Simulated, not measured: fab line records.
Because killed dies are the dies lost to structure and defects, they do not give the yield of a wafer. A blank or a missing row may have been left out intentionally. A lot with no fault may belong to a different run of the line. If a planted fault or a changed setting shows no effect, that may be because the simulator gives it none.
A single fault, viewed from 2 desks -- flow berkeleyCmos170 -- every desk sees just its own numbers, and what lay behind them comes last

## FROM THE METROLOGY DESK
Means of the sampled wafers that have a number, per lot and without regard to the tool the lot ran on: this is what the gauges read. The brackets show how far a lot's mean lies from the usual mean; more than 4 standard deviations puts the lot out of limits, marked OUT.
Columns: A = START_OXIDE_THK at UCB170_START_THK_MEAS_03, usual 20.0 nm; B = NWELL_TW at UCB170_NWELL_TW_MEAS_16, usual 1240; C = cdNm at UCB170_ACTIVE_CD_MEAS_13, usual 1200.2 nm
lot,first seen here,A,B,C
L144,day 1 16:37,20.4,1245,1201.3
L145,day 1 20:43,20.0,1230,1198.1
L146,day 2 02:02,20.1,1244,1199.6
L147,day 2 06:31,19.5,1226,1198.7
L148,day 2 10:32,19.9,1235,1201.7
L150,day 2 17:48,19.9,1247,1200.7
L151,day 3 03:28,20.0,1235,1200.9
L152,day 3 06:38,20.2,1252,1202.1
L153,day 3 11:56,20.1,1196,1200.1
L155,day 3 21:47,20.3,1209,1200.8
L161,day 5 01:16,20.3,1235,1203.2
L162,day 5 11:30,19.8,1228,1200.7
L165,day 5 21:23,19.4,1253,1200.8
L167,day 6 11:25,19.9,1238,1197.2
This desk found nothing out of limits on any of the 14 lots.

## FOR THE TOOL OWNER'S DESK: implanter-01
The tool's own readings at UCB170_NWELL_IMPLANT_14: means of the sampled wafers that have a number, for each lot that ran on this tool. The brackets show how far a lot's mean lies from the usual mean; more than 4 standard deviations puts the lot out of limits, marked OUT.
Columns: A = doseIonsCm2 at UCB170_NWELL_IMPLANT_14, usual 9.999e+12; B = faradayCurrentUA at UCB170_NWELL_IMPLANT_14, usual 31.6
lot,first seen here,A,B
L144,day 2 12:11,1.000e+13,32.0
L148,day 3 04:29,1.001e+13,31.4
L150,day 3 14:05,9.999e+12,31.8
L153,day 4 10:34,9.190e+12 (-74) OUT,29.7
L155,day 4 18:02,9.197e+12 (-73) OUT,29.4
L167,day 7 03:58,1.001e+13,31.8
This desk finds L153, L155 out of limits, L153 being first, at day 4 10:34 (doseIonsCm2 at UCB170_NWELL_IMPLANT_14). In limits: L144, L148, L150, L167.

## ALL TOGETHER
The tool owner's desk could have raised an alarm at day 4 10:34, on L153, L155.
Nothing out of limits was seen by the metrology desk.
The metrology desk holds a record of L153, L155, inside its limits.
On implanter-01, each named lot ran UCB170_NWELL_IMPLANT_14.

## WHAT THE SIMULATOR HAD PUT IN
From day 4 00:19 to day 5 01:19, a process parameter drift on implanter-01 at UCB170_NWELL_IMPLANT_14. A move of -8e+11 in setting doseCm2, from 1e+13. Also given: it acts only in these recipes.
Lots struck among those shown: L153, L155.
Hours from the fault's start to each desk's first reading out of limits: the tool owner's desk, 10.
